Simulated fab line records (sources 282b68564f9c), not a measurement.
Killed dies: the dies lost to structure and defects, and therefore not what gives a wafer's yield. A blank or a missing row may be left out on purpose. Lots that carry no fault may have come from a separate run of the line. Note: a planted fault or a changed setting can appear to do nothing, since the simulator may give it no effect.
fab line records ; flow rit_cmos
[record] lots = 14; wafers = 42; last_day = 7
route steps=202 shown GATE@81 M1@202
lots that met no fault: from a run of the same line without faults
start_h: the number of hours between the record's first day and the start of the first shown wafer of the lot ; wait_h: hours from the lot's prior step to this one ; " identical to the entry in the row above ; L1.1+2: one row covering several wafers at once ; - either no value or no given start ; * or withheld: withheld ; < > ~ a bound
route shown NAME@n: NAME is a module with steps in the file, n the number in the route of the first one ; usual: average and standard deviation across the fault-free wafers ; same: alike in all rows ; chamber/n: place in a boat ; sites: per-site readings ; _std_site: how widely they spread, as a standard deviation ; _edge_site: inner sites' mean taken away from outer sites' mean ; radius_mm: for every site, how far away it sits from the centre of the wafer ; mask NAME#n: copy n ; behind: tool/chamber where the wafer was last shaped ; hold: reason for holding the lot/hours on hold/outcome of the hold ; device: the transistor (n, p or np) that didn't switch ; end of line: the route-end tests of the same wafers ; a step without rows: its recipe alone ; killed: not the wafer's yield, but the dies lost to structure and defects at the first sort ; map: per-die view of a wafer (x killed, . not killed, _ where there is no die)
set.NAME: the setting the step ran with; set.NAME@STEP: the setting that earlier step ran with ; model.NAME: the simulator's own value behind a step, which no gauge read
a sample of lots followed through the steps of the route, with each step as a table and each wafer as a row
services: when a tool's chamber went out of use (start_h, in hours from the record's first day, below 0 if earlier), for how many hours, and the reason
[[steps]]
[step RIT_GATE_OXIDATION_05]
[recipe] temp_c = 900; ambient = O2; target_thk_a = 30; ox_time_s = 270
[usual] spike_tc_centre_C = 902.6/1.2; spike_tc_source_C = 921/3.2
lot.wafer;tool;chamber;start_h;wait_h;spike_tc_centre_C;spike_tc_source_C
L297.1;furnace-04;0;34.21;0.3;901.5;922
L297.5;furnace-04;0;34.21;0.3;900.2;922
L297.6;furnace-04;0;34.21;0.3;901.8;921
L298.1;furnace-01;0;40.07;0.1;902.4;918
L298.2;furnace-01;0;40.07;0.1;902.3;918
L298.6;furnace-01;0;40.07;0.1;902.4;919
L299.4;furnace-01;0;46.18;0.0;900.4;917
L299.5;furnace-01;0;46.18;0.0;902.2;917
L299.6;furnace-01;0;46.18;0.0;904.9;920
L300.1;furnace-01;0;47.51;0.1;902.0;917
L300.3;furnace-01;0;47.51;0.1;902.0;920
L300.6;furnace-01;0;47.51;0.1;902.2;917
L301.2;furnace-01;0;53.37;0.6;903.2;918
L301.4;furnace-01;0;53.37;0.6;904.2;920
L301.6;furnace-01;0;53.37;0.6;902.7;917
L302.1;furnace-04;0;60.03;0.1;899.9;920
L302.3;furnace-04;0;60.03;0.1;901.5;920
L302.6;furnace-04;0;60.03;0.1;900.7;922
L308.2;furnace-04;0;87.91;0.0;903.9;922
L308.4;furnace-04;0;87.91;0.0;902.5;920
L308.5;furnace-04;0;87.91;0.0;902.7;920
L309.1;furnace-04;0;93.73;0.1;902.9;922
L309.2;furnace-04;0;93.73;0.1;902.5;921
L309.4;furnace-04;0;93.73;0.1;903.8;920
L314.2;furnace-01;0;119.42;0.3;900.5;920
L314.5;furnace-01;0;119.42;0.3;900.8;917
L314.6;furnace-01;0;119.42;0.3;905.2;919
L315.3;furnace-01;0;123.24;0.0;903.0;918
L315.5;furnace-01;0;123.24;0.0;902.6;918
L315.6;furnace-01;0;123.24;0.0;905.0;919
L316.1;furnace-01;0;132.30;1.5;900.8;919
L316.2;furnace-01;0;132.30;1.5;902.8;917
L316.4;furnace-01;0;132.30;1.5;900.9;917
L317.1;furnace-01;0;133.38;0.4;902.8;918
L317.2;furnace-01;0;133.38;0.4;902.0;917
L317.4;furnace-01;0;133.38;0.4;902.1;916
L319.1;furnace-03;0;144.12;1.0;903.6;925
L319.2;furnace-03;0;144.12;1.0;901.8;924
L319.4;furnace-03;0;144.12;1.0;903.4;926
L320.2;furnace-03;0;149.82;0.0;903.5;926
L320.3;furnace-03;0;149.82;0.0;903.3;927
L320.6;furnace-03;0;149.82;0.0;903.9;926
[step RIT_M1_PROBE_99]
[usual] killed_at_contacts = 0.1/0.34; killed_at_front_end = 6.9/2.8; killed_dies = 7.1/2.8; killed_on_rim = 1.8/1.3; killed_open = 3.4/1.9; killed_short = 3.6/1.7
[same] gross_dies = 264; killed_at_M0_to_M3 = 0; killed_at_M4_up = 0; killed_at_back_side = 0; killed_at_other = 0
lot.wafer;tool;chamber;start_h;wait_h;killed_at_contacts;killed_at_front_end;killed_dies;killed_on_rim;killed_open;killed_short
L297.1;prober-01;-;63.51;0.1;0;4;4;0;1;3
L297.5;prober-01;-;63.71;0.2;0;14;14;3;4;10
L297.6;prober-01;-;63.76;0.2;1;8;9;3;5;4
L298.1;prober-02;-;70.86;0.1;0;6;6;2;1;5
L298.2;prober-02;-;70.91;0.1;0;11;11;6;6;5
L298.6;prober-02;-;71.11;0.2;0;8;8;3;6;2
L299.4;prober-01;-;74.17;0.2;0;8;8;3;6;2
L299.5;prober-01;-;74.22;0.2;0;11;11;2;6;5
L299.6;prober-01;-;74.27;0.2;0;2;2;2;2;0
L300.1;prober-02;-;76.22;0.1;0;5;5;2;1;4
L300.3;prober-02;-;76.32;0.2;0;5;5;2;1;4
L300.6;prober-02;-;76.47;0.2;0;7;7;4;4;3
L301.2;prober-01;-;82.16;0.1;0;5;5;2;2;3
L301.4;prober-01;-;82.26;0.2;0;6;6;4;4;2
L301.6;prober-01;-;82.36;0.2;0;7;7;1;3;4
L302.1;prober-02;-;86.58;0.1;0;8;8;2;3;5
L302.3;prober-02;-;86.68;0.2;0;8;8;1;2;6
L302.6;prober-02;-;86.83;0.2;0;8;8;2;4;4
L308.2;prober-02;-;114.19;0.1;0;104;104;20;3;2
L308.4;prober-02;-;114.29;0.2;0;99;99;29;4;0
L308.5;prober-02;-;114.34;0.2;0;110;110;31;3;4
L309.1;prober-01;-;118.81;0.1;0;106;106;27;3;4
L309.2;prober-01;-;118.86;0.1;0;109;109;28;1;4
L309.4;prober-01;-;118.96;0.2;0;98;98;29;2;6
L314.2;prober-02;-;147.70;0.1;0;6;6;1;1;5
L314.5;prober-02;-;147.85;0.2;0;7;7;1;3;4
L314.6;prober-02;-;147.90;0.2;0;6;6;1;4;2
L315.3;prober-01;-;150.48;0.2;0;6;6;2;2;4
L315.5;prober-01;-;150.58;0.2;0;1;1;1;1;0
L315.6;prober-01;-;150.63;0.2;0;6;6;3;4;2
L316.1;prober-01;-;156.91;0.1;0;9;9;3;4;5
L316.2;prober-01;-;156.96;0.1;0;6;6;3;4;2
L316.4;prober-01;-;157.06;0.2;0;6;6;1;2;4
L317.1;prober-02;-;158.91;0.1;0;10;10;1;4;6
L317.2;prober-02;-;158.96;0.1;0;9;9;2;4;5
L317.4;prober-02;-;159.06;0.2;0;10;10;2;7;3
L319.1;prober-02;-;173.28;0.1;0;6;6;0;3;3
L319.2;prober-02;-;173.33;0.1;0;5;5;0;1;4
L319.4;prober-02;-;173.43;0.2;0;6;6;1;3;3
L320.2;prober-01;-;176.72;0.1;0;7;7;1;1;6
L320.3;prober-01;-;176.77;0.2;0;8;8;2;4;4
L320.6;prober-01;-;176.92;0.2;0;9;9;2;4;5
// killed by level:class
L297.1 GATE:geometric_particle:short=1 REOX:geometric_particle:short=1 SPACER:geometric_particle:open=1 SPACER:geometric_particle:short=1
L297.5 GATE:geometric_particle:short=3 SPACER:geometric_particle:short=3 FOX1:geometric_particle:open=2 SILICIDE:geometric_particle:short=2 FOX1:geometric_particle:short=1 GATE:geometric_particle:open=1 REOX:geometric_particle:short=1 SPACER:geometric_particle:open=1
L297.6 FOX1:geometric_particle:short=2 SPACER:geometric_particle:open=2 FOX2:geometric_particle:open=1 FOX2:geometric_particle:short=1 REOX:geometric_particle:open=1 REOX:geometric_particle:short=1 CONTACT:geometric_particle:open=1
L298.1 FOX1:geometric_particle:short=2 SILICIDE:geometric_particle:short=2 FOX1:geometric_particle:open=1 REOX:geometric_particle:short=1
L298.2 REOX:geometric_particle:open=3 GATE:geometric_particle:short=2 GATE:geometric_particle:open=2 SILICIDE:geometric_particle:short=2 FOX2:geometric_particle:open=1 SPACER:geometric_particle:short=1
L298.6 REOX:geometric_particle:open=3 FOX1:geometric_particle:open=1 GATE:geometric_particle:open=1 GATE:geometric_particle:short=1 REOX:geometric_particle:short=1 SILICIDE:geometric_particle:open=1
L299.4 FOX1:geometric_particle:open=2 GATE:geometric_particle:short=2 REOX:geometric_particle:open=2 FOX2:geometric_particle:open=1 GATE:geometric_particle:open=1
L299.5 GATE:geometric_particle:short=3 FOX1:geometric_particle:short=2 REOX:geometric_particle:open=2 FOX1:geometric_particle:open=1 FOX2:geometric_particle:open=1 GATE:geometric_particle:open=1 SILICIDE:geometric_particle:open=1
L299.6 GATE:geometric_particle:open=1 SPACER:geometric_particle:open=1
L300.1 GATE:geometric_particle:short=2 FOX1:geometric_particle:short=1 GATE:geometric_particle:open=1 REOX:geometric_particle:short=1
L300.3 FOX1:geometric_particle:short=1 GATE:geometric_particle:short=1 GATE:geometric_particle:open=1 SPACER:geometric_particle:short=1 SILICIDE:geometric_particle:short=1
L300.6 REOX:geometric_particle:open=4 GATE:geometric_particle:short=1 REOX:geometric_particle:short=1 SPACER:geometric_particle:short=1
L301.2 GATE:geometric_particle:short=3 GATE:geometric_particle:open=1 REOX:geometric_particle:open=1
L301.4 GATE:geometric_particle:open=2 FOX2:geometric_particle:short=1 FOX2:geometric_particle:open=1 REOX:geometric_particle:short=1 SILICIDE:geometric_particle:open=1
L301.6 FOX1:geometric_particle:short=2 FOX2:geometric_particle:open=2 GATE:geometric_particle:short=1 SPACER:geometric_particle:short=1 SILICIDE:geometric_particle:open=1
L302.1 GATE:geometric_particle:short=3 REOX:geometric_particle:short=2 FOX2:geometric_particle:open=1 GATE:geometric_particle:open=1 SPACER:geometric_particle:open=1
L302.3 GATE:geometric_particle:short=3 GATE:geometric_particle:open=2 REOX:geometric_particle:short=2 FOX1:geometric_particle:short=1
L302.6 REOX:geometric_particle:short=2 FOX1:geometric_particle:open=1 GATE:geometric_particle:open=1 SPACER:geometric_particle:open=1 SPACER:geometric_particle:short=1 SILICIDE:geometric_particle:short=1 SILICIDE:geometric_particle:open=1
L308.2 GATE:unspecified=99 FOX1:geometric_particle:short=1 GATE:geometric_particle:open=1 SPACER:geometric_particle:open=1 SPACER:geometric_particle:short=1 SILICIDE:geometric_particle:open=1
L308.4 GATE:unspecified=95 GATE:geometric_particle:open=2 REOX:geometric_particle:open=1 SILICIDE:geometric_particle:open=1
L308.5 GATE:unspecified=103 GATE:geometric_particle:short=2 GATE:geometric_particle:open=2 SILICIDE:geometric_particle:short=2 REOX:geometric_particle:open=1
L309.1 GATE:unspecified=99 GATE:geometric_particle:short=3 FOX1:geometric_particle:open=1 FOX1:geometric_particle:short=1 FOX2:geometric_particle:open=1 GATE:geometric_particle:open=1
L309.2 GATE:unspecified=104 GATE:geometric_particle:short=2 FOX2:geometric_particle:short=1 SPACER:geometric_particle:open=1 SPACER:geometric_particle:short=1
L309.4 GATE:unspecified=90 SPACER:geometric_particle:short=3 FOX2:geometric_particle:short=1 GATE:geometric_particle:short=1 GATE:geometric_particle:open=1 SPACER:geometric_particle:open=1 SILICIDE:geometric_particle:short=1
L314.2 GATE:geometric_particle:short=3 FOX1:geometric_particle:short=1 GATE:geometric_particle:open=1 SILICIDE:geometric_particle:short=1
L314.5 FOX1:geometric_particle:short=2 GATE:geometric_particle:short=2 FOX1:geometric_particle:open=1 GATE:geometric_particle:open=1 SPACER:geometric_particle:open=1
L314.6 GATE:geometric_particle:open=2 FOX1:geometric_particle:short=1 FOX2:geometric_particle:open=1 SILICIDE:geometric_particle:short=1 SILICIDE:geometric_particle:open=1
L315.3 GATE:geometric_particle:short=2 SILICIDE:geometric_particle:short=2 GATE:geometric_particle:open=1 SILICIDE:geometric_particle:open=1
L315.5 SILICIDE:geometric_particle:open=1
L315.6 FOX1:geometric_particle:open=2 FOX1:geometric_particle:short=1 GATE:geometric_particle:open=1 GATE:geometric_particle:short=1 SPACER:geometric_particle:open=1
L316.1 GATE:geometric_particle:short=4 GATE:geometric_particle:open=3 FOX2:geometric_particle:short=1 SILICIDE:geometric_particle:open=1
L316.2 GATE:geometric_particle:open=2 GATE:geometric_particle:short=2 FOX1:geometric_particle:open=1 REOX:geometric_particle:open=1
L316.4 SILICIDE:geometric_particle:short=2 FOX2:geometric_particle:open=1 GATE:geometric_particle:short=1 SPACER:geometric_particle:short=1 SPACER:geometric_particle:open=1
L317.1 GATE:geometric_particle:short=3 GATE:geometric_particle:open=2 FOX1:geometric_particle:open=1 FOX1:geometric_particle:short=1 REOX:geometric_particle:short=1 REOX:geometric_particle:open=1 SILICIDE:geometric_particle:short=1
L317.2 FOX2:geometric_particle:short=3 SILICIDE:geometric_particle:open=2 FOX1:geometric_particle:short=1 FOX1:geometric_particle:open=1 GATE:geometric_particle:short=1 REOX:geometric_particle:open=1
L317.4 GATE:geometric_particle:open=4 SPACER:geometric_particle:open=2 SPACER:geometric_particle:short=2 FOX2:geometric_particle:short=1 REOX:geometric_particle:open=1
L319.1 GATE:geometric_particle:short=3 GATE:geometric_particle:open=1 REOX:geometric_particle:open=1 SPACER:geometric_particle:open=1
L319.2 SILICIDE:geometric_particle:short=2 GATE:geometric_particle:open=1 GATE:geometric_particle:short=1 SPACER:geometric_particle:short=1
L319.4 ACTIVE:geometric_particle:short=1 FOX1:geometric_particle:short=1 REOX:geometric_particle:open=1 SPACER:geometric_particle:short=1 SPACER:geometric_particle:open=1 SILICIDE:geometric_particle:open=1
L320.2 REOX:geometric_particle:short=2 FOX1:geometric_particle:short=1 FOX2:geometric_particle:short=1 GATE:geometric_particle:short=1 GATE:geometric_particle:open=1 SILICIDE:geometric_particle:short=1
L320.3 GATE:geometric_particle:open=2 GATE:geometric_particle:short=2 FOX1:geometric_particle:short=1 FOX2:geometric_particle:open=1 REOX:geometric_particle:open=1 SILICIDE:geometric_particle:short=1
L320.6 FOX2:geometric_particle:open=2 REOX:geometric_particle:short=2 FOX1:geometric_particle:short=1 FOX2:geometric_particle:short=1 GATE:geometric_particle:open=1 GATE:geometric_particle:short=1 REOX:geometric_particle:open=1
[[services]]
tool;chamber;start_h;hours;kind
furnace-04;-;24.18;2.3;pm
furnace-03;-;49.35;3.3;pm
furnace-03;-;105.20;3.5;pm
furnace-03;-;120.08;1.6;pm
furnace-01;-;147.97;3.5;pm
[[key]]
[first_sign] step = RIT_M1_PROBE_99; reading = killed_dies; direction = up; sigmas = 35; usual = 7.1; struck = 104.3
[effect] step = RIT_M1_PROBE_99; reading = killed_at_front_end; direction = up; sigmas = 35; usual = 6.9; struck = 104.3
met_at RIT_GATE_OXIDATION_05
struck_lots L308,L309
tester_left_out L308,L309
onset_between 60.03 87.91
[fault] kind = chamber_particle_source; tool = furnace-04; chamber = -; onset_h = 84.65; steps = RIT_GATE_OXIDATION_05; rate_per_visit_cm2 = 0.89195; end_h = 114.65
// tester_left_out: of these lots the tester's yield and bins aren't shown, on N5 and GAA mostly nor the transistor test; their killed dies are dies lost to structure and defects alone, not to doping, threshold or leakage, so they don't give the yield
